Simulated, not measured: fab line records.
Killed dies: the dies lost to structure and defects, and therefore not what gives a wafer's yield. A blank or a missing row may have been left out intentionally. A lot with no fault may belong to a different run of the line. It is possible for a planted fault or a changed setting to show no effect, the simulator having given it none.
Struck lot and sound lot, side by side :: flow berkeley_cmos170 :: 29 out of 331 route steps
Sound: the wafers L663.2, L663.3, L663.6. Wafers struck: L662.3, L662.5, L662.6. At the end, the cause is stated.
Order at every step that has rows: each side's tool, ch and its chambers, its first start. Under that, the readings that differ: sound wafers :: struck wafers :: difference of the means :: sigmas: that difference in standard deviations of wafers without a fault.
alike: a reading whose means differ by less than 2 such deviations, as well as words and numbers matching on both sides. not compared: withheld readings; readings where some wafer has no value; bounds like >300 that might hide an equal value; numbers whose values overlap and for which the record gives no deviation.
A row with sigmas, a row that says differs or no value, or rows on one side alone: a step with any of these is where the two part. Numbers that don't overlap but have no deviation are shown without sigmas and don't part them. Lack of a reading on every wafer of one side parts them only where that side has two or more wafers.

first, 5 steps without rows for these wafers: UCB170_M1_COAT_04 (resist thk 900 nm); UCB170_M1_SOFTBAKE_05 (time 60 s); UCB170_M1_EXPOSE_06 (exposes mask METAL1, target cd 700 nm); UCB170_M1_PEB_07; UCB170_M1_DEVELOP_08 (develop time 45 s).
UCB170_M1_CD_MEAS_09: the cd target is 700 nm.
  struck on cd_sem-02, day 12 01:11; sound on cd_sem-01, day 12 00:46
  alike: cd_nm
UCB170_M1_OVL_MEAS_10:
  struck on overlay-02, day 12 01:16; sound on overlay-01, day 12 00:52
  alike: M1_OVL
UCB170_M1_ETCH_11: etches BARC in N2/H2.
  sound on rie_diel-04 ch 1,2,3, day 12 00:54; struck on rie_diel-02 ch 1,2,3, day 12 01:17
  alike: drypump_motor_current_A, oes_product_au, rf_fwd_power_W, throttle_valve_pct
UCB170_M1_METAL_ETCH_12: etches Al in Cl2/BCl3, stops on PSG, target depth 780 nm, time 130 s.
  sound on rie_metal-03 ch 0,1, day 12 00:56; struck on rie_metal-01 ch 0,1, day 12 01:23
reading: drypump_motor_current_A (A)
sound: 6.0 5.8 6.0
struck: 5.0 5.8 5.0
difference: -0.7
sigmas: -2

reading: throttle_valve_pct (%)
sound: 24.64 24.68 24.65
struck: 24.16 24.16 24.15
difference: -0.50
sigmas: -2
  alike: oes_product_au, rf_fwd_power_W
  not compared: rf_hours_counter_h
UCB170_M1_STRIP_13: strips in O2.
  sound on plasma_asher-01 ch 0,1, day 12 01:04; struck on plasma_asher-03 ch 0,1, day 12 01:30
  alike: drypump_motor_current_A, oes_product_au
  not compared: rf_hours_counter_h
UCB170_M1_CD_MEAS_90: the cd target is 700 nm.
  struck on cd_sem-02, day 12 01:37; sound on cd_sem-01, day 12 01:11
  alike: cd_nm
then, 1 step without rows for these wafers: UCB170_M1_ANNEAL_14 (time 1200 s).
UCB170_V1_CVD_00: deposits SiO2 from TEOS/O2, target thk 2000 nm, time 250 s.
  sound on pecvd-01 ch 0,2, day 12 02:41; struck on pecvd-04 ch 0,1,2, day 12 04:01
  alike: heater_power_w, pressure_mtorr, rf_fwd_power_W, susceptor_temp_C
UCB170_V1_THK_MEAS_01:
  struck on film_metro-01, day 12 04:12; sound on film_metro-02, day 12 02:52
reading: V1_TEOS_THK (nm)
sound: 1991 2001 2026
struck: 1788 1847 1829
difference: -185
sigmas: -6
UCB170_V1_CMP_02: polishes SiO2.
  sound on cmp-01 ch 1,3, day 12 02:58; struck on cmp-02 ch 0,1,3, day 12 04:23
  alike: motor_current_A, platen_rpm
UCB170_V1_BOW_MEAS_03:
  struck on film_metro-04, day 12 04:35; sound on film_metro-02, day 12 03:14
  alike: V1_BOW
UCB170_V1_THK_MEAS_04:
  struck on film_metro-04, day 12 04:41; sound on film_metro-02, day 12 03:20
reading: V1_POLISHED_THK (nm)
sound: 997.2 1000.8 998.4
struck: 792.1 793.0 791.6
difference: -206.6
sigmas: -99 or more
then, 7 steps without rows for these wafers: UCB170_V1_CLEAN_05 (cleans in DIW); UCB170_V1_HMDS_06 (prime time 60 s); UCB170_V1_COAT_07 (resist thk 900 nm); UCB170_V1_SOFTBAKE_08 (time 60 s); UCB170_V1_EXPOSE_09 (exposes mask VIA1, target cd 700 nm); UCB170_V1_PEB_10; UCB170_V1_DEVELOP_11 (develop time 45 s).
UCB170_V1_CD_MEAS_12: the cd target is 700 nm.
  struck on cd_sem-01, day 12 06:35; sound on cd_sem-01, day 12 04:44
reading: cd_nm (nm)
sound: 698.2 698.7 698.0
struck: 701.7 701.8 702.0
difference: +3.5
sigmas: +3
UCB170_V1_OVL_MEAS_13:
  struck on overlay-01, day 12 06:41; sound on overlay-01, day 12 04:50
reading: V1_OVL (nm)
sound: -3 -9 -9
struck: 3 7 5
difference: +12
sigmas: +2
UCB170_V1_ETCH_14: etches SiO2 in CHF3/CF4/Ar, stops on Al, target depth 1250 nm, time 291 s.
  sound on rie_diel-02 ch 1,3, day 12 04:52; struck on rie_diel-03 ch 0,1,2, day 12 06:42
reading: mfc_ar_sccm (sccm)
sound: 150.8 151.3 150.7
struck: 150.1 150.0 149.8
difference: -1.0
sigmas: -2

reading: oes_product_au (a.u.)
sound: 0.846 0.895 0.894
struck: 0.778 0.757 0.775
difference: -0.108
sigmas: -6
  alike: drypump_motor_current_A, rf_fwd_power_W, throttle_valve_pct
  not compared: rf_hours_counter_h
UCB170_V1_STRIP_15: strips in O2.
  sound on plasma_asher-02 ch 0,1, day 12 05:03; struck on plasma_asher-01 ch 0,1, day 12 06:55
  alike: drypump_motor_current_A, oes_product_au, strip_time_to_endpoint_s
  not compared: rf_hours_counter_h
UCB170_M3_PROBE_99:
  the record has rows for the sound wafers here (prober-02, day 12 16:07) and none for the struck ones

== WHERE THEY PART ==
Last at UCB170_M3_PROBE_99 as far as this record goes, first at UCB170_M1_METAL_ETCH_12.

WHY: whatever the simulator had introduced
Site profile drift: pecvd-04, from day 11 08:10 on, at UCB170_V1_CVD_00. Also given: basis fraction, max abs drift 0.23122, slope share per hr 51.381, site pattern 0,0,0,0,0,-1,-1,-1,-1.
